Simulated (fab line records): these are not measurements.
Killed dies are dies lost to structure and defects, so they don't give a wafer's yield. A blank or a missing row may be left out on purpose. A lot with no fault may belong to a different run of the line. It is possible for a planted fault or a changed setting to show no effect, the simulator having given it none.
fab line records :: flow rit-cmos
record
  lots=6
  wafers=18
  last-day=7
route steps=202 shown PRETRO@70 GATE@75 FOX2@80
lots that met no fault: taken from a fault-free run of the same line
start-h: start of the lot's first displayed wafer, in hours after the record's first day :: wait-h: hours from the lot's prior step to this one :: " the same as in the row above :: L1.1+2: a row that stands for several wafers :: - either no value or no given start :: * or withheld: withheld :: < > ~ a bound
route shown NAME@n: names a module that has steps shown in the file, with the first one's number in the route :: usual: average and standard deviation across the fault-free wafers :: same: alike in all rows :: chamber/n: place in a boat :: sites: readings site by site :: _std_site: standard deviation across them :: _edge_site: the outer-site mean with the inner-site mean subtracted :: radius-mm: how far each site lies from the wafer's centre :: mask NAME#n: copy n :: behind: the last tool/chamber to shape the wafer :: hold: why the lot went on hold/how many hours it stayed there/how the hold came to an end :: device: transistor that didn't switch, given as n, p or np :: end of line: the route-end tests of the same wafers :: a step given without rows: its recipe and nothing more :: killed: dies that structure and defects cost at the first sort, which is not the same as the wafer's yield :: map: per-die view of a wafer (x killed, . not killed, _ where there is no die)
set.NAME: setting as actually run; set.NAME@STEP: the setting as run at that earlier step :: model.NAME: the simulator's own value behind a step, which no gauge read
lots seen at some steps along the route; tables by step, rows by wafer
services: from which hour (start-h, from the record's first day; less than 0 if before it) a tool's chamber was out of use, for how many hours, and why
## steps
# step RIT_PRETRO_OVL_MEAS_06
# usual
  PRETRO_OVL=0.7/1.5
lot.wafer: L704.1
tool: overlay-02
chamber: -
start-h: 66.73
wait-h: -
PRETRO_OVL[nm]: -1.8

lot.wafer: L704.2
tool: overlay-02
chamber: -
start-h: 66.73
wait-h: -
PRETRO_OVL[nm]: -2.0

lot.wafer: L704.5
tool: overlay-02
chamber: -
start-h: 66.73
wait-h: -
PRETRO_OVL[nm]: 0.1

lot.wafer: L707.1
tool: overlay-01
chamber: -
start-h: 82.81
wait-h: -
PRETRO_OVL[nm]: 3.5

lot.wafer: L707.2
tool: overlay-01
chamber: -
start-h: 82.81
wait-h: -
PRETRO_OVL[nm]: -0.2

lot.wafer: L707.6
tool: overlay-01
chamber: -
start-h: 82.81
wait-h: -
PRETRO_OVL[nm]: -0.8

lot.wafer: L708.1
tool: overlay-01
chamber: -
start-h: 87.83
wait-h: -
PRETRO_OVL[nm]: 0.3

lot.wafer: L708.4
tool: overlay-01
chamber: -
start-h: 87.83
wait-h: -
PRETRO_OVL[nm]: 1.4

lot.wafer: L708.6
tool: overlay-01
chamber: -
start-h: 87.83
wait-h: -
PRETRO_OVL[nm]: 1.4

lot.wafer: L715.2
tool: overlay-02
chamber: -
start-h: 120.87
wait-h: -
PRETRO_OVL[nm]: 1.4

lot.wafer: L715.3
tool: overlay-02
chamber: -
start-h: 120.87
wait-h: -
PRETRO_OVL[nm]: 0.6

lot.wafer: L715.6
tool: overlay-02
chamber: -
start-h: 120.87
wait-h: -
PRETRO_OVL[nm]: 0.7

lot.wafer: L716.2
tool: overlay-01
chamber: -
start-h: 127.08
wait-h: -
PRETRO_OVL[nm]: 0.2

lot.wafer: L716.4
tool: overlay-01
chamber: -
start-h: 127.08
wait-h: -
PRETRO_OVL[nm]: 2.1

lot.wafer: L716.5
tool: overlay-01
chamber: -
start-h: 127.08
wait-h: -
PRETRO_OVL[nm]: 0.4

lot.wafer: L719.2
tool: overlay-01
chamber: -
start-h: 140.59
wait-h: -
PRETRO_OVL[nm]: 2.5

lot.wafer: L719.3
tool: overlay-01
chamber: -
start-h: 140.59
wait-h: -
PRETRO_OVL[nm]: 4.7

lot.wafer: L719.5
tool: overlay-01
chamber: -
start-h: 140.59
wait-h: -
PRETRO_OVL[nm]: 1.8
# step RIT_PRETRO_HARDBAKE_07
# recipe
  resist=NOVOLAK
  temp-c=140
  time-s=120
# step RIT_PRETRO_IMPLANT_08
# recipe
  species=B
  energy-kev=45
  dose-cm2=1.2e+13
  tilt-deg=7
# step RIT_PRETRO_STRIP_09
# recipe
  chemistry=O2
  time-s=180
  resist=NOVOLAK
  platen-temp-c=withheld
  power-w=500
  pressure-mtorr=4000
  o2-flow-sccm=4000
# usual
  drypump-motor-current-A=5.8/0.57
  o2-flow-sccm=4001/12
lot.wafer: L704.1
tool: plasma-asher-04
chamber: 1
start-h: 67.17
wait-h: 0.1
drypump-motor-current-A: 5.3
o2-flow-sccm: 3980
rf-hours-counter-h: 28

lot.wafer: L704.2
tool: plasma-asher-04
chamber: 0
start-h: 67.17
wait-h: 0.1
drypump-motor-current-A: 5.7
o2-flow-sccm: 4021
rf-hours-counter-h: 28

lot.wafer: L704.5
tool: plasma-asher-04
chamber: 0
start-h: 67.17
wait-h: 0.1
drypump-motor-current-A: 5.7
o2-flow-sccm: 3995
rf-hours-counter-h: -

lot.wafer: L707.1
tool: plasma-asher-01
chamber: 0
start-h: 83.38
wait-h: 0.1
drypump-motor-current-A: 6.6
o2-flow-sccm: 3987
rf-hours-counter-h: 45

lot.wafer: L707.2
tool: plasma-asher-01
chamber: 1
start-h: 83.38
wait-h: 0.1
drypump-motor-current-A: 5.9
o2-flow-sccm: 4011
rf-hours-counter-h: 45

lot.wafer: L707.6
tool: plasma-asher-01
chamber: 1
start-h: 83.38
wait-h: 0.1
drypump-motor-current-A: 5.9
o2-flow-sccm: 4013
rf-hours-counter-h: -

lot.wafer: L708.1
tool: plasma-asher-04
chamber: 1
start-h: 88.27
wait-h: 0.1
drypump-motor-current-A: 5.3
o2-flow-sccm: 4002
rf-hours-counter-h: 30

lot.wafer: L708.4
tool: plasma-asher-04
chamber: 1
start-h: 88.27
wait-h: 0.1
drypump-motor-current-A: 5.3
o2-flow-sccm: 4007
rf-hours-counter-h: -

lot.wafer: L708.6
tool: plasma-asher-04
chamber: 1
start-h: 88.27
wait-h: 0.1
drypump-motor-current-A: 5.3
o2-flow-sccm: 4007
rf-hours-counter-h: -

lot.wafer: L715.2
tool: plasma-asher-04
chamber: 0
start-h: 121.30
wait-h: 0.1
drypump-motor-current-A: 5.7
o2-flow-sccm: 3999
rf-hours-counter-h: 34

lot.wafer: L715.3
tool: plasma-asher-04
chamber: 0
start-h: 121.30
wait-h: 0.1
drypump-motor-current-A: 5.7
o2-flow-sccm: 3994
rf-hours-counter-h: -

lot.wafer: L715.6
tool: plasma-asher-04
chamber: 0
start-h: 121.30
wait-h: 0.1
drypump-motor-current-A: 5.7
o2-flow-sccm: 4004
rf-hours-counter-h: -

lot.wafer: L716.2
tool: plasma-asher-01
chamber: 0
start-h: 127.51
wait-h: 0.1
drypump-motor-current-A: 6.7
o2-flow-sccm: 4009
rf-hours-counter-h: 1

lot.wafer: L716.4
tool: plasma-asher-01
chamber: 1
start-h: 127.51
wait-h: 0.1
drypump-motor-current-A: 5.9
o2-flow-sccm: 4004
rf-hours-counter-h: -

lot.wafer: L716.5
tool: plasma-asher-01
chamber: 0
start-h: 127.51
wait-h: 0.1
drypump-motor-current-A: 6.7
o2-flow-sccm: 3994
rf-hours-counter-h: -

lot.wafer: L719.2
tool: plasma-asher-01
chamber: 0
start-h: 141.02
wait-h: 0.1
drypump-motor-current-A: 6.7
o2-flow-sccm: 4009
rf-hours-counter-h: 3

lot.wafer: L719.3
tool: plasma-asher-01
chamber: 0
start-h: 141.02
wait-h: 0.1
drypump-motor-current-A: 6.6
o2-flow-sccm: 3998
rf-hours-counter-h: -

lot.wafer: L719.5
tool: plasma-asher-01
chamber: 1
start-h: 141.02
wait-h: 0.1
drypump-motor-current-A: 5.9
o2-flow-sccm: 3986
rf-hours-counter-h: -
# step RIT_PRETRO_TW_MEAS_10
# usual
  PRETRO_TW=475/4.9
lot.wafer: L704.1
tool: film-metro-03
chamber: -
start-h: 67.34
wait-h: 0.1
PRETRO_TW: 477

lot.wafer: L704.2
tool: film-metro-03
chamber: -
start-h: 67.34
wait-h: 0.1
PRETRO_TW: 479

lot.wafer: L704.5
tool: film-metro-03
chamber: -
start-h: 67.34
wait-h: 0.1
PRETRO_TW: 477

lot.wafer: L707.1
tool: film-metro-03
chamber: -
start-h: 83.56
wait-h: 0.1
PRETRO_TW: 481

lot.wafer: L707.2
tool: film-metro-03
chamber: -
start-h: 83.56
wait-h: 0.1
PRETRO_TW: 482

lot.wafer: L707.6
tool: film-metro-03
chamber: -
start-h: 83.56
wait-h: 0.1
PRETRO_TW: 481

lot.wafer: L708.1
tool: film-metro-03
chamber: -
start-h: 88.44
wait-h: 0.1
PRETRO_TW: 484

lot.wafer: L708.4
tool: film-metro-03
chamber: -
start-h: 88.44
wait-h: 0.1
PRETRO_TW: 483

lot.wafer: L708.6
tool: film-metro-03
chamber: -
start-h: 88.44
wait-h: 0.1
PRETRO_TW: 479

lot.wafer: L715.2
tool: film-metro-03
chamber: -
start-h: 121.49
wait-h: 0.1
PRETRO_TW: 475

lot.wafer: L715.3
tool: film-metro-03
chamber: -
start-h: 121.49
wait-h: 0.1
PRETRO_TW: 480

lot.wafer: L715.6
tool: film-metro-03
chamber: -
start-h: 121.49
wait-h: 0.1
PRETRO_TW: 479

lot.wafer: L716.2
tool: film-metro-03
chamber: -
start-h: 127.69
wait-h: 0.1
PRETRO_TW: 479

lot.wafer: L716.4
tool: film-metro-03
chamber: -
start-h: 127.69
wait-h: 0.1
PRETRO_TW: 480

lot.wafer: L716.5
tool: film-metro-03
chamber: -
start-h: 127.69
wait-h: 0.1
PRETRO_TW: 480

lot.wafer: L719.2
tool: film-metro-03
chamber: -
start-h: 141.20
wait-h: 0.1
PRETRO_TW: 479

lot.wafer: L719.3
tool: film-metro-03
chamber: -
start-h: 141.20
wait-h: 0.1
PRETRO_TW: 479

lot.wafer: L719.5
tool: film-metro-03
chamber: -
start-h: 141.20
wait-h: 0.1
PRETRO_TW: 478
# step RIT_GATE_WET_ETCH_00
# recipe
  chemistry=BOE
  target=SiO2
  target-depth-nm=56
  time-s=60
  dry=n2-spin
  dilution=10:1
  temp-c=21.5
# step RIT_GATE_CLEAN_01
# recipe
  chemistry=SC1
  mix=3:3:50
  time-s=600
  temp-c=75
# step RIT_GATE_CLEAN_02
# recipe
  chemistry=dHF
  dilution=50:1
  time-s=31.25
# step RIT_GATE_CLEAN_03
# recipe
  chemistry=SC2
  mix=3:3:50
  time-s=600
  temp-c=75
  dry=n2-spin
# step RIT_GATE_CLEAN_04
# recipe
  chemistry=dHF
  dilution=50:1
  time-s=60
  dry=n2-spin
# step RIT_FOX2_THK_MEAS_91
# recipe
  reads=SiO2_of_FOX2_OXIDATION_00
# usual
  FIELD_OXIDE_LEFT_2_THK=257/8.1
lot.wafer: L704.1
tool: film-metro-03
chamber: -
start-h: 68.20
wait-h: 0.0
FIELD_OXIDE_LEFT_2_THK[nm]: 257

lot.wafer: L704.2
tool: film-metro-03
chamber: -
start-h: 68.20
wait-h: 0.0
FIELD_OXIDE_LEFT_2_THK[nm]: 252

lot.wafer: L704.5
tool: film-metro-03
chamber: -
start-h: 68.20
wait-h: 0.0
FIELD_OXIDE_LEFT_2_THK[nm]: 258

lot.wafer: L707.1
tool: film-metro-03
chamber: -
start-h: 84.06
wait-h: 0.0
FIELD_OXIDE_LEFT_2_THK[nm]: 244

lot.wafer: L707.2
tool: film-metro-03
chamber: -
start-h: 84.06
wait-h: 0.0
FIELD_OXIDE_LEFT_2_THK[nm]: 248

lot.wafer: L707.6
tool: film-metro-03
chamber: -
start-h: 84.06
wait-h: 0.0
FIELD_OXIDE_LEFT_2_THK[nm]: 245

lot.wafer: L708.1
tool: film-metro-03
chamber: -
start-h: 88.95
wait-h: 0.0
FIELD_OXIDE_LEFT_2_THK[nm]: 250

lot.wafer: L708.4
tool: film-metro-03
chamber: -
start-h: 88.95
wait-h: 0.0
FIELD_OXIDE_LEFT_2_THK[nm]: 247

lot.wafer: L708.6
tool: film-metro-03
chamber: -
start-h: 88.95
wait-h: 0.0
FIELD_OXIDE_LEFT_2_THK[nm]: 251

lot.wafer: L715.2
tool: film-metro-03
chamber: -
start-h: 121.98
wait-h: 0.0
FIELD_OXIDE_LEFT_2_THK[nm]: 251

lot.wafer: L715.3
tool: film-metro-03
chamber: -
start-h: 121.98
wait-h: 0.0
FIELD_OXIDE_LEFT_2_THK[nm]: 250

lot.wafer: L715.6
tool: film-metro-03
chamber: -
start-h: 121.98
wait-h: 0.0
FIELD_OXIDE_LEFT_2_THK[nm]: 251

lot.wafer: L716.2
tool: film-metro-02
chamber: -
start-h: 128.18
wait-h: 0.0
FIELD_OXIDE_LEFT_2_THK[nm]: 276

lot.wafer: L716.4
tool: film-metro-02
chamber: -
start-h: 128.18
wait-h: 0.0
FIELD_OXIDE_LEFT_2_THK[nm]: 271

lot.wafer: L716.5
tool: film-metro-02
chamber: -
start-h: 128.18
wait-h: 0.0
FIELD_OXIDE_LEFT_2_THK[nm]: 266

lot.wafer: L719.2
tool: film-metro-02
chamber: -
start-h: 141.70
wait-h: 0.0
FIELD_OXIDE_LEFT_2_THK[nm]: 267

lot.wafer: L719.3
tool: film-metro-02
chamber: -
start-h: 141.70
wait-h: 0.0
FIELD_OXIDE_LEFT_2_THK[nm]: 261

lot.wafer: L719.5
tool: film-metro-02
chamber: -
start-h: 141.70
wait-h: 0.0
FIELD_OXIDE_LEFT_2_THK[nm]: 266
# step RIT_GATE_OXIDATION_05
# recipe
  temp-c=900
  ambient=O2
  target-thk-a=30
  ox-time-s=270
# step RIT_GATE_ANNEAL_06
# recipe
  temp-c=900
  time-s=600
  ambient=N2O
# usual
  run-length-s=868/5.2
  spike-tc-centre-C=902.1/1.1
  tube_center_temp_C_max=902.3/0.36
  zone-power-centre-pct=40/4.7
lot.wafer: L704.1
tool: furnace-02
chamber: 0
start-h: 69.33
wait-h: 0.0
run-length-s: 863
spike-tc-centre-C: 900.3
tube_center_temp_C_max: 902.1
zone-power-centre-pct: 47

lot.wafer: L704.2
tool: furnace-02
chamber: 0
start-h: 69.33
wait-h: 0.0
run-length-s: 863
spike-tc-centre-C: 902.5
tube_center_temp_C_max: 902.5
zone-power-centre-pct: 46

lot.wafer: L704.5
tool: furnace-02
chamber: 0
start-h: 69.33
wait-h: 0.0
run-length-s: 863
spike-tc-centre-C: 901.1
tube_center_temp_C_max: 902.3
zone-power-centre-pct: 46

lot.wafer: L707.1
tool: furnace-01
chamber: -
start-h: 87.11
wait-h: 1.9
run-length-s: -
spike-tc-centre-C: -
tube_center_temp_C_max: -
zone-power-centre-pct: -

lot.wafer: L707.2
tool: furnace-01
chamber: -
start-h: 87.11
wait-h: 1.9
run-length-s: -
spike-tc-centre-C: -
tube_center_temp_C_max: -
zone-power-centre-pct: -

lot.wafer: L707.6
tool: furnace-01
chamber: -
start-h: 87.11
wait-h: 1.9
run-length-s: -
spike-tc-centre-C: -
tube_center_temp_C_max: -
zone-power-centre-pct: -

lot.wafer: L708.1
tool: furnace-02
chamber: -
start-h: 90.09
wait-h: 0.0
run-length-s: -
spike-tc-centre-C: -
tube_center_temp_C_max: -
zone-power-centre-pct: -

lot.wafer: L708.4
tool: furnace-02
chamber: -
start-h: 90.09
wait-h: 0.0
run-length-s: -
spike-tc-centre-C: -
tube_center_temp_C_max: -
zone-power-centre-pct: -

lot.wafer: L708.6
tool: furnace-02
chamber: -
start-h: 90.09
wait-h: 0.0
run-length-s: -
spike-tc-centre-C: -
tube_center_temp_C_max: -
zone-power-centre-pct: -

lot.wafer: L715.2
tool: furnace-02
chamber: 0
start-h: 124.44
wait-h: 1.3
run-length-s: 877
spike-tc-centre-C: 899.7
tube_center_temp_C_max: 902.3
zone-power-centre-pct: 46

lot.wafer: L715.3
tool: furnace-02
chamber: 0
start-h: 124.44
wait-h: 1.3
run-length-s: 877
spike-tc-centre-C: 900.2
tube_center_temp_C_max: 901.9
zone-power-centre-pct: 46

lot.wafer: L715.6
tool: furnace-02
chamber: 0
start-h: 124.44
wait-h: 1.3
run-length-s: 877
spike-tc-centre-C: 901.7
tube_center_temp_C_max: 902.1
zone-power-centre-pct: 46

lot.wafer: L716.2
tool: furnace-01
chamber: 0
start-h: 129.30
wait-h: 0.0
run-length-s: 862
spike-tc-centre-C: 901.2
tube_center_temp_C_max: 901.9
zone-power-centre-pct: 36

lot.wafer: L716.4
tool: furnace-01
chamber: 0
start-h: 129.30
wait-h: 0.0
run-length-s: 862
spike-tc-centre-C: 900.2
tube_center_temp_C_max: 902.0
zone-power-centre-pct: 36

lot.wafer: L716.5
tool: furnace-01
chamber: 0
start-h: 129.30
wait-h: 0.0
run-length-s: 862
spike-tc-centre-C: 901.0
tube_center_temp_C_max: 902.3
zone-power-centre-pct: 36

lot.wafer: L719.2
tool: furnace-03
chamber: 0
start-h: 145.38
wait-h: 1.3
run-length-s: 872
spike-tc-centre-C: 903.5
tube_center_temp_C_max: 902.4
zone-power-centre-pct: 40

lot.wafer: L719.3
tool: furnace-03
chamber: 0
start-h: 145.38
wait-h: 1.3
run-length-s: 872
spike-tc-centre-C: 901.7
tube_center_temp_C_max: 902.0
zone-power-centre-pct: 41

lot.wafer: L719.5
tool: furnace-03
chamber: 0
start-h: 145.38
wait-h: 1.3
run-length-s: 872
spike-tc-centre-C: 902.1
tube_center_temp_C_max: 902.8
zone-power-centre-pct: 41
# step RIT_GATE_THK_MEAS_07
# recipe
  reads=SiO2_of_GATE_OXIDATION_05
# usual
  GATE_OXIDE_THK=3.01/0.09
lot.wafer: L704.1
tool: film-metro-03
chamber: -
start-h: 69.58
wait-h: 0.0
GATE_OXIDE_THK[nm]: 3.03

lot.wafer: L704.2
tool: film-metro-03
chamber: -
start-h: 69.58
wait-h: 0.0
GATE_OXIDE_THK[nm]: 3.00

lot.wafer: L704.5
tool: film-metro-03
chamber: -
start-h: 69.58
wait-h: 0.0
GATE_OXIDE_THK[nm]: 3.06

lot.wafer: L707.1
tool: film-metro-01
chamber: -
start-h: 87.36
wait-h: 0.0
GATE_OXIDE_THK[nm]: 2.81

lot.wafer: L707.2
tool: film-metro-01
chamber: -
start-h: 87.36
wait-h: 0.0
GATE_OXIDE_THK[nm]: 2.90

lot.wafer: L707.6
tool: film-metro-01
chamber: -
start-h: 87.36
wait-h: 0.0
GATE_OXIDE_THK[nm]: 2.83

lot.wafer: L708.1
tool: film-metro-01
chamber: -
start-h: 90.34
wait-h: 0.0
GATE_OXIDE_THK[nm]: 3.10

lot.wafer: L708.4
tool: film-metro-01
chamber: -
start-h: 90.34
wait-h: 0.0
GATE_OXIDE_THK[nm]: 3.14

lot.wafer: L708.6
tool: film-metro-01
chamber: -
start-h: 90.34
wait-h: 0.0
GATE_OXIDE_THK[nm]: 3.05

lot.wafer: L715.2
tool: film-metro-01
chamber: -
start-h: 124.70
wait-h: 0.0
GATE_OXIDE_THK[nm]: 2.96

lot.wafer: L715.3
tool: film-metro-01
chamber: -
start-h: 124.70
wait-h: 0.0
GATE_OXIDE_THK[nm]: 2.97

lot.wafer: L715.6
tool: film-metro-01
chamber: -
start-h: 124.70
wait-h: 0.0
GATE_OXIDE_THK[nm]: 2.93

lot.wafer: L716.2
tool: film-metro-02
chamber: -
start-h: 129.56
wait-h: 0.0
GATE_OXIDE_THK[nm]: 2.96

lot.wafer: L716.4
tool: film-metro-02
chamber: -
start-h: 129.56
wait-h: 0.0
GATE_OXIDE_THK[nm]: 3.09

lot.wafer: L716.5
tool: film-metro-02
chamber: -
start-h: 129.56
wait-h: 0.0
GATE_OXIDE_THK[nm]: 3.10

lot.wafer: L719.2
tool: film-metro-02
chamber: -
start-h: 145.64
wait-h: 0.0
GATE_OXIDE_THK[nm]: 2.95

lot.wafer: L719.3
tool: film-metro-02
chamber: -
start-h: 145.64
wait-h: 0.0
GATE_OXIDE_THK[nm]: 2.94

lot.wafer: L719.5
tool: film-metro-02
chamber: -
start-h: 145.64
wait-h: 0.0
GATE_OXIDE_THK[nm]: 3.02
## services
tool: plasma-asher-04
chamber: -
start-h: 56.96
hours: 2.5
kind: repair

tool: furnace-01
chamber: -
start-h: 60.62
hours: 2.9
kind: pm

tool: furnace-03
chamber: -
start-h: 63.56
hours: 3.9
kind: pm

tool: furnace-02
chamber: -
start-h: 79.21
hours: 3.8
kind: pm

tool: plasma-asher-01
chamber: -
start-h: 108.75
hours: 9.0
kind: pm

tool: plasma-asher-01
chamber: 0
start-h: 108.75
hours: 9.0
kind: vent-cycle

tool: plasma-asher-01
chamber: 1
start-h: 108.75
hours: 9.0
kind: vent-cycle

tool: plasma-asher-01
chamber: 0
start-h: 117.75
hours: -
kind: clean

tool: plasma-asher-01
chamber: 1
start-h: 117.75
hours: -
kind: clean

tool: furnace-01
chamber: -
start-h: 133.37
hours: 13.4
kind: pm
## key
first-sign
  step=RIT_GATE_ANNEAL_06
  reading=tool-record
  direction=missing
effect none on later readings
met-at RIT_GATE_ANNEAL_06
struck-wafers L707.1,L707.2,L707.6,L708.1,L708.4,L708.6
later-rows-left-out L707.1,L707.2,L707.6,L708.1,L708.4,L708.6
sort-left-out L707.1,L707.2,L707.6,L708.1,L708.4,L708.6
tester-left-out L707,L708
onset-between 69.33 87.11
fault
  kind=skipped-step-whole
  tool=furnace-01,furnace-02
  chamber=-
  onset-h=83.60
  steps=RIT_GATE_ANNEAL_06
  scope=struck-lots-only
# tester-left-out: of these lots the tester's yield and bins aren't shown, on N5 and GAA mostly nor the transistor test; their killed dies are dies lost to structure and defects alone, not to doping, threshold or leakage, so they don't give the yield
# sort-left-out: the simulated sort isn't trusted on such a fault, so these wafers' sort isn't shown, and their yield isn't known
# later-rows-left-out: the simulator's readings of these wafers behind a module that went badly wrong aren't trusted and aren't shown, but for the sort
